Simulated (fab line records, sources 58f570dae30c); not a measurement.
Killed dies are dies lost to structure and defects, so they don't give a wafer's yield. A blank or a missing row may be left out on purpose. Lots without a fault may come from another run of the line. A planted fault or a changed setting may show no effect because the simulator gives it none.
fab line records | flow berkeley_cmos170
record lots=14 wafers=42 last_day=13
route steps=331 shown NWELL@27 PWELL@49 WELLDRIVE@57 PLDD@155
lots that met no fault: from a run of the same line without faults
start_h: hours from the record's first day to the start of the lot's first wafer shown | wait_h: hours since the lot's step before | " the same as in the row above | L1.1+2: a row that stands for several wafers | - no value, or no start given | * or withheld: withheld | < > ~ a bound
route shown NAME@n: a module of which the file shows steps, and the number in the route of the first | usual: mean/standard deviation of fault-free wafers | same: alike in all rows | chamber/n: place in a boat | sites: the reading at each site | _std_site: their standard deviation | _edge_site: outer sites' mean less inner sites' | radius_mm: how far each site lies from the wafer's centre | mask NAME#n: copy n | behind: the tool/chamber that last shaped the wafer | hold: why the lot was held/for how many hours/how that ended | device: the transistor (n, p or np) that didn't switch | end of line: the same wafers' tests at the end of the route | a step without rows: its recipe alone | killed: dies lost to structure and defects at the first sort, not the wafer's yield | map: a wafer's dies, x killed, . not, _ none there
set.NAME: the setting as run; set.NAME@STEP: as run at that earlier step | model.NAME: the simulator's own value behind a step, which no gauge read
steps of the route over a sample of lots; a table a step, a row a wafer
services: from which hour (start_h, from the record's first day; less than 0 if before it) a tool's chamber was out of use, for how many hours, and why
## steps
# step UCB170_NWELL_ETCH_13
# recipe chemistry=CH3F/Ar/O2 target=Si3N4 stop_on=SiO2 CH3F_flow_sccm=20 Ar_flow_sccm=50 O2_flow_sccm=7 pressure_mtorr=50 rf_w=450 target_depth_a=2464 over_etch_frac=0.1 time_s=154
# usual O2_flow_sccm=6.997/0.017 chamber_pressure_mTorr=50.00/0.043 drypump_motor_current_A=5.78/0.29 oes_product_au=0.942/0.018 throttle_valve_pct=8.02/0.081
# columns lot.wafer tool chamber start_h wait_h O2_flow_sccm chamber_pressure_mTorr drypump_motor_current_A oes_product_au rf_hours_counter_h throttle_valve_pct
L849.2 rie_diel-04 1 39.96 0.0 6.990 50.00 5.87 0.960 8 8.02
L849.5 " 1 " " 7.045 49.92 5.85 0.962 - 8.02
L849.6 " 2 " " 7.000 49.98 5.85 0.968 - 8.03
L850.1 rie_diel-01 3 40.68 0.0 6.982 50.02 6.13 0.941 136 8.04
L850.3 " 2 " " 6.976 50.07 5.15 0.937 120 8.00
L850.4 " 1 " " 6.993 50.03 5.44 0.938 63 8.20
L852.3 rie_diel-04 1 47.64 0.0 7.006 49.99 5.87 0.953 8 8.01
L852.4 " 2 " " 7.017 50.02 5.80 0.959 11 8.05
L852.5 " 1 " " 6.995 49.99 5.85 0.956 - 8.02
L851.2 rie_diel-03 0 47.95 0.0 6.994 49.98 5.59 0.934 10 7.78
L851.4 " 3 " " 6.998 49.97 5.95 0.924 0 8.07
L851.6 " 3 " " 7.004 49.94 5.94 0.925 - 8.10
L853.1 rie_diel-03 0 62.84 0.0 6.988 49.97 5.58 0.926 10 7.80
L853.4 " 1 " " 6.991 49.94 5.76 0.913 9 8.08
L853.5 " 0 " " 7.004 50.02 5.57 0.941 - 7.80
L855.2 rie_diel-03 0 72.98 0.0 7.005 50.04 5.58 0.931 11 7.78
L855.5 " 1 " " 6.984 50.00 5.83 0.905 - 8.09
L855.6 " 2 " " 7.005 50.02 5.80 0.956 - 8.03
L856.4 rie_diel-01 2 73.30 0.1 7.017 50.01 5.16 0.936 - 7.99
L856.5 " 3 " " 6.983 49.99 6.16 0.940 - 8.02
L856.6 " 0 " " 6.970 50.00 5.46 0.947 - 7.98
L857.2 rie_diel-01 3 81.32 0.0 7.003 49.99 6.14 0.941 138 8.05
L857.5 " 3 " " 6.993 50.03 6.11 0.955 - 8.04
L857.6 " 0 " " 6.986 50.10 5.47 0.947 - 8.00
L859.1 rie_diel-03 0 93.05 0.0 6.995 49.92 5.58 0.929 12 7.79
L859.5 " 1 " " 6.985 50.08 5.84 0.896 - 8.10
L859.6 " 2 " " 6.965 50.01 5.80 0.953 - 8.03
L860.1 rie_diel-04 2 93.32 0.0 7.014 50.11 5.81 0.963 13 8.05
L860.2 " 1 " " 6.977 50.09 5.84 0.947 11 8.03
L860.5 " 1 " " 6.981 49.94 5.84 0.961 - 8.01
L861.1 rie_diel-03 3 93.51 0.0 6.988 49.98 5.91 0.915 3 8.09
L861.2 " 0 " " 6.992 49.97 5.58 0.932 12 7.79
L861.3 " 1 " " 6.981 49.98 5.77 0.908 10 8.10
L863.1 rie_diel-01 3 104.28 0.0 7.010 50.01 6.12 0.947 139 8.06
L863.2 " 2 " " 6.984 49.96 5.15 0.944 122 7.99
L863.4 " 3 " " 7.011 50.03 6.12 0.943 - 8.03
L868.2 rie_diel-04 1 135.78 0.0 6.979 49.97 5.87 0.959 13 8.02
L868.3 " 0 " " 6.989 49.92 6.28 0.958 3 8.06
L868.5 " 1 " " 6.975 50.06 5.86 0.958 - 8.03
L870.1 rie_diel-01 3 141.25 0.0 6.997 50.01 6.14 0.944 140 8.03
L870.2 " 2 " " 7.026 50.06 5.17 0.931 124 7.99
L870.3 " 0 " " 6.988 50.07 5.47 0.928 118 7.99
# step UCB170_PWELL_IMPLANT_15
# recipe species=B dose_cm2=5e+12 energy_kev=60 tilt_deg=7
# usual dose_ions_cm2=5e+12/6.3e+09 faraday_current_uA=15.8/0.32
# columns lot.wafer tool chamber start_h wait_h dose_ions_cm2 faraday_current_uA
L849.2 implanter-04 0 63.32 0.1 5.006e+12 15.9
L849.5 " 0 " " 5.003e+12 15.7
L849.6 " 0 " " 5.004e+12 15.8
L850.1 implanter-02 0 63.52 0.1 4.996e+12 16.0
L850.3 " 0 " " 5e+12 16.1
L850.4 " 0 " " 4.999e+12 15.9
L852.3 implanter-04 0 70.96 0.1 4.997e+12 15.9
L852.4 " 0 " " 4.987e+12 15.7
L852.5 " 0 " " 4.996e+12 15.9
L851.2 implanter-02 0 71.20 0.1 5.006e+12 15.9
L851.4 " 0 " " 5.013e+12 15.9
L851.6 " 0 " " 5.009e+12 15.4
L853.1 implanter-01 0 84.28 0.1 4.994e+12 16.2
L853.4 " 0 " " 4.992e+12 16.2
L853.5 " 0 " " 4.991e+12 15.6
L855.2 implanter-04 0 93.98 0.1 4.997e+12 15.4
L855.5 " 0 " " 4.998e+12 16.4
L855.6 " 0 " " 5.003e+12 15.6
L856.4 implanter-01 0 94.20 0.1 4.994e+12 15.8
L856.5 " 0 " " 4.993e+12 15.6
L856.6 " 0 " " 4.993e+12 15.9
L857.2 implanter-04 0 101.40 0.1 4.99e+12 15.2
L857.5 " 0 " " 5.009e+12 15.2
L857.6 " 0 " " 5.006e+12 16.1
L860.1 implanter-04 0 112.12 0.1 4.394e+12 14.4
L860.2 " 0 " " 4.397e+12 13.7
L860.5 " 0 " " 4.405e+12 14.1
L861.1 implanter-01 0 112.39 0.1 5.006e+12 15.3
L861.2 " 0 " " 5.009e+12 15.5
L861.3 " 0 " " 4.993e+12 15.3
L859.1 implanter-02 0 112.55 0.1 4.998e+12 15.9
L859.5 " 0 " " 4.99e+12 15.8
L859.6 " 0 " " 4.984e+12 15.4
L863.1 implanter-04 0 131.42 0.1 4.395e+12 13.7
L863.2 " 0 " " 4.393e+12 14.1
L863.4 " 0 " " 4.405e+12 13.9
L870.1 implanter-02 0 160.21 0.1 5.005e+12 16.0
L870.2 " 0 " " 5.005e+12 16.1
L870.3 " 0 " " 5.003e+12 16.1
L868.2 implanter-01 0 160.51 0.1 5.01e+12 15.5
L868.3 " 0 " " 5.009e+12 15.6
L868.5 " 0 " " 5.003e+12 15.8
# step UCB170_PWELL_TW_MEAS_17
# usual PWELL_TW=375.2/2.9
# columns lot.wafer tool chamber start_h wait_h hold PWELL_TW
L849.2 film_metro-02 - 63.56 0.1 - 374.2
L849.5 " - " " - 375.4
L849.6 " - " " - 374.7
L850.1 film_metro-04 - 63.77 0.1 - 372.7
L850.3 " - " " - 371.7
L850.4 " - " " - 370.6
L852.3 film_metro-02 - 71.18 0.1 - 373.7
L852.4 " - " " - 375.8
L852.5 " - " " - 374.0
L851.2 film_metro-04 - 71.44 0.1 - 371.2
L851.4 " - " " - 369.1
L851.6 " - " " - 370.2
L853.1 film_metro-03 - 84.53 0.1 - 380.6
L853.4 " - " " - 382.0
L853.5 " - " " - 382.5
L855.2 film_metro-04 - 94.21 0.1 - 372.9
L855.5 " - " " - 373.9
L855.6 " - " " - 374.4
L856.4 film_metro-02 - 94.40 0.1 - 371.4
L856.5 " - " " - 375.7
L856.6 " - " " - 374.1
L857.2 film_metro-02 - 101.63 0.1 - 375.8
L857.5 " - " " - 375.9
L857.6 " - " " - 374.2
L860.1 film_metro-02 - 112.37 0.1 await_dispo/0.2h/release 362.2
L860.2 " - " " await_dispo/0.2h/release 361.7
L860.5 " - " " await_dispo/0.2h/release 364.0
L860.1 film_metro-02 - 112.60 0.2 - 362.2
L860.2 " - " " - 362.9
L860.5 " - " " - 361.6
L861.1 film_metro-04 - 112.64 0.1 - 370.2
L861.2 " - " " - 371.3
L861.3 " - " " - 373.3
L859.1 film_metro-02 - 112.80 0.1 - 375.8
L859.5 " - " " - 375.9
L859.6 " - " " - 375.0
L863.1 film_metro-03 - 131.67 0.1 await_dispo/0.2h/release 364.5
L863.2 " - " " await_dispo/0.2h/release 364.1
L863.4 " - " " await_dispo/0.2h/release 362.4
L863.1 film_metro-03 - 131.90 0.2 - 367.1
L863.2 " - " " - 364.2
L863.4 " - " " - 364.0
L870.1 film_metro-04 - 160.46 0.1 - 371.7
L870.2 " - " " - 375.4
L870.3 " - " " - 371.6
L868.2 film_metro-03 - 160.74 0.1 - 377.4
L868.3 " - " " - 379.8
L868.5 " - " " - 377.4
# step UCB170_WELLDRIVE_THK_MEAS_02
# recipe reads=SiO2_of_WELLDRIVE_OXIDATION_01
# usual WELLDRIVE_OXIDE_THK=200/3.4
# columns lot.wafer tool chamber start_h wait_h WELLDRIVE_OXIDE_THK[nm]
L849.2 film_metro-01 - 73.64 0.0 203
L849.5 " - " " 203
L849.6 " - " " 203
L850.1 film_metro-02 - 82.49 0.0 203
L850.3 " - " " 205
L850.4 " - " " 203
L851.2 film_metro-01 - 82.50 0.0 203
L851.4 " - " " 203
L851.6 " - " " 201
L852.3 film_metro-03 - 82.54 0.1 210
L852.4 " - " " 208
L852.5 " - " " 206
L853.1 film_metro-01 - 94.71 0.0 195
L853.4 " - " " 198
L853.5 " - " " 198
L855.2 film_metro-03 - 110.56 0.0 201
L855.5 " - " " 202
L855.6 " - " " 200
L856.4 film_metro-01 - 110.58 0.0 207
L856.5 " - " " 200
L856.6 " - " " 202
L857.2 film_metro-02 - 110.60 0.0 202
L857.5 " - " " 202
L857.6 " - " " 201
L859.1 film_metro-03 - 124.64 0.0 197
L859.5 " - " " 198
L859.6 " - " " 198
L860.1 film_metro-01 - 124.64 0.0 199
L860.2 " - " " 201
L860.5 " - " " 199
L861.1 film_metro-02 - 124.64 0.0 203
L861.2 " - " " 200
L861.3 " - " " 199
L863.1 film_metro-03 - 145.47 0.0 199
L863.2 " - " " 208
L863.4 " - " " 203
L870.1 film_metro-01 - 171.92 0.0 197
L870.2 " - " " 193
L870.3 " - " " 197
L868.2 film_metro-01 - 176.49 0.0 196
L868.3 " - " " 200
L868.5 " - " " 198
# step UCB170_PLDD_STRIP_10
# recipe chemistry=O2 power_w=400 pressure_mtorr=3500 platen_temp_c=withheld o2_flow_sccm=400 overash_fraction=0.5
# usual chamber_pressure_mTorr=3500/3.2 drypump_motor_current_A=5.7/0.5 oes_product_au=0.734/0.0043 strip_time_to_endpoint_s=21.64/0.067
# same overash_fraction=0.5
# columns lot.wafer tool chamber start_h wait_h chamber_pressure_mTorr drypump_motor_current_A oes_product_au rf_hours_counter_h strip_time_to_endpoint_s
L850.1 plasma_asher-03 0 155.90 0.1 3500 5.4 0.738 31 21.67
L850.3 " 0 " " 3496 5.4 0.731 - 21.60
L850.4 " 1 " " 3500 5.6 0.739 - 21.59
L852.3 plasma_asher-03 0 156.21 0.1 3503 5.4 0.735 - 21.60
L852.4 " 1 " " 3499 5.6 0.736 - 21.58
L852.5 " 0 " " 3499 5.4 0.734 - 21.64
L851.2 plasma_asher-02 0 156.45 0.1 3499 5.2 0.736 44 21.60
L851.4 " 0 " " 3500 5.2 0.728 - 21.56
L851.6 " 1 " " 3495 6.6 0.731 - 21.56
L849.2 plasma_asher-03 0 156.82 0.1 3497 5.4 0.736 32 21.58
L849.5 " 1 " " 3506 5.6 0.734 - 21.53
L849.6 " 0 " " 3501 5.4 0.739 - 21.55
L853.1 plasma_asher-02 0 173.60 0.1 3500 5.2 0.727 48 21.65
L853.4 " 0 " " 3498 5.2 0.734 - 21.63
L853.5 " 1 " " 3502 6.6 0.733 - 21.64
L855.2 plasma_asher-02 0 194.94 0.1 3504 5.2 0.736 52 21.69
L855.5 " 0 " " 3501 5.2 0.729 - 21.69
L855.6 " 1 " " 3503 6.5 0.729 - 21.69
L856.4 plasma_asher-02 0 195.25 0.1 3496 5.2 0.737 - 21.51
L856.5 " 0 " " 3495 5.2 0.735 - 21.61
L856.6 " 1 " " 3506 6.6 0.730 - 21.49
L857.2 plasma_asher-03 0 195.44 0.1 3502 5.4 0.734 36 21.74
L857.5 " 0 " " 3502 5.4 0.729 - 21.75
L857.6 " 1 " " 3497 5.6 0.733 - 21.75
L861.1 plasma_asher-02 0 201.23 0.1 3497 5.2 0.737 53 21.66
L861.2 " 1 " " 3501 6.6 0.734 53 21.55
L861.3 " 0 " " 3503 5.2 0.736 - 21.60
L859.1 plasma_asher-03 1 201.50 0.1 3498 5.6 0.732 37 21.64
L859.5 " 0 " " 3499 5.4 0.735 - 21.49
L859.6 " 1 " " 3503 5.6 0.730 - 21.55
L860.1 plasma_asher-02 0 201.62 0.1 3504 5.2 0.737 53 21.67
L860.2 " 1 " " 3502 6.5 0.739 53 21.67
L860.5 " 0 " " 3493 5.2 0.737 - 21.69
L863.1 plasma_asher-02 0 240.00 0.1 3496 5.2 0.730 57 21.58
L863.2 " 1 " " 3505 6.6 0.733 57 21.68
L863.4 " 1 " " 3502 6.5 0.733 - 21.67
L868.2 plasma_asher-03 1 266.74 0.1 3496 5.6 0.736 44 21.59
L868.3 " 0 " " 3498 5.4 0.737 - 21.66
L868.5 " 1 " " 3498 5.6 0.727 - 21.59
L870.1 plasma_asher-02 0 267.01 0.1 3499 5.2 0.726 60 21.68
L870.2 " 1 " " 3495 6.6 0.726 60 21.61
L870.3 " 1 " " 3502 6.6 0.732 - 21.66
## services
# columns tool chamber start_h hours kind
rie_diel-03 - 19.93 0.9 repair
plasma_asher-03 - 20.15 2.0 repair
implanter-04 - 21.51 3.7 pm
rie_diel-01 1 43.64 33.2 repair
plasma_asher-03 - 82.55 4.3 pm
implanter-02 - 86.51 4.7 repair
plasma_asher-02 - 87.91 1.6 repair
plasma_asher-03 - 90.33 4.0 repair
rie_diel-04 3 98.56 7.5 repair
rie_diel-01 1 99.89 4.9 repair
implanter-04 - 108.43 1.4 repair
implanter-04 - 124.82 0.8 repair
implanter-04 - 127.63 1.2 repair
implanter-02 - 131.97 2.8 repair
rie_diel-01 1 135.95 18.5 repair
rie_diel-04 2 136.30 3.8 repair
rie_diel-04 3 140.62 15.6 repair
implanter-02 - 145.39 2.7 repair
implanter-01 - 147.26 1.1 repair
plasma_asher-03 - 163.89 3.9 repair
plasma_asher-03 - 172.70 7.9 repair
implanter-02 - 195.07 3.4 pm
rie_diel-03 - 229.96 2.8 pm
implanter-04 - 234.11 31.0 pm
## key
first_sign step=UCB170_PWELL_IMPLANT_15 reading=dose_ions_cm2 direction=down sigmas=95 usual=5e+12 struck=4.398e+12
effect step=UCB170_PWELL_IMPLANT_15 reading=faraday_current_uA direction=down sigmas=5.6 usual=15.8 struck=14.0
effect step=UCB170_PWELL_TW_MEAS_17 reading=visit direction=added
met_at UCB170_PWELL_IMPLANT_15
struck_lots L860,L863
tester_left_out L860,L863
not_acting_at UCB170_NWELL_ETCH_13,UCB170_WELLDRIVE_THK_MEAS_02,UCB170_PLDD_STRIP_10
onset_between 101.40 112.12
fault kind=process_parameter_drift tool=implanter-04 chamber=- onset_h=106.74 steps=UCB170_PWELL_IMPLANT_15 channel=dose_cm2 offset=-6e+11 shape=step end_h=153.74 acts_in=these_recipes_only stated=5e+12
# tester_left_out: of these lots the tester's yield and bins aren't shown, on N5 and GAA mostly nor the transistor test; their killed dies are dies lost to structure and defects alone, not to doping, threshold or leakage, so they don't give the yield
